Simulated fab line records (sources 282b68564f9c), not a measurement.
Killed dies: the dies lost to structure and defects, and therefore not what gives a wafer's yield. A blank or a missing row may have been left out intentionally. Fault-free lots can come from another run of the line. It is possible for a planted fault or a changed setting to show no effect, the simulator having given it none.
Matching of chambers | flow ritCmos | 4 sister chambers for RIT_ACTIVE_ETCH_13 on rieDiel-04
The step etches Si3N4 in SF6, stops on SiO2, time 210 s, target depth 210 nm. 8 wafers are shown with their chamber, then 7 later ones without.

## WAFERS PAIRED WITH THEIR CHAMBERS
wafer  | chamber | drypumpMotorCurrentA (A) | throttleValvePct (%)
L634.1 | 3       | 4.7                      | 7.33
L637.2 | 0       | 5.7                      | 7.51
L637.6 | 1       | 5.7                      | 7.53
L638.2 | 2       | 5.1                      | 7.59
L638.4 | 3       | 4.8                      | 7.33
L638.5 | 2       | 5.1                      | 7.58
L642.1 | 1       | 5.7                      | 7.53
L642.4 | 0       | 5.7                      | 7.54

## WAFERS WITH NO CHAMBER GIVEN
wafer  | drypumpMotorCurrentA (A) | throttleValvePct (%)
L642.6 | 5.7                      | 7.53
L651.2 | 5.7                      | 7.50
L651.5 | 4.7                      | 7.34
L651.6 | 5.7                      | 7.52
L655.2 | 5.1                      | 7.58
L655.3 | 4.8                      | 7.32
L655.6 | 5.1                      | 7.59

## WHICH CHAMBER EACH WENT THROUGH
wafer  | from the rows above     | in truth
L642.6 | can't be placed: 1 or 0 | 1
L651.2 | can't be placed: 0 or 1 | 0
L651.5 | 3                       | 3
L651.6 | can't be placed: 0 or 1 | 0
L655.2 | 2                       | 2
L655.3 | 3                       | 3
L655.6 | 2                       | 2
Correct placement for 4 of the 7. Not placeable from these rows: 3 (in 3, the candidates include the true chamber). 0 placed wrongly.
How it was worked out, from the rows above alone: a wafer's distance from a chamber is the root of the sum, over the readings, of the square of ((its reading less the chamber's mean) divided by the reading's scatter). The wafer belongs to the nearest chamber; if the next one is less than 2 further off, it can't be placed. Each chamber's mean is taken over the wafers shown for it. How the scatter is found: for the shown wafers, subtract from each reading the mean of its chamber, square and add these, divide the total by (wafers less chambers), then take the root.
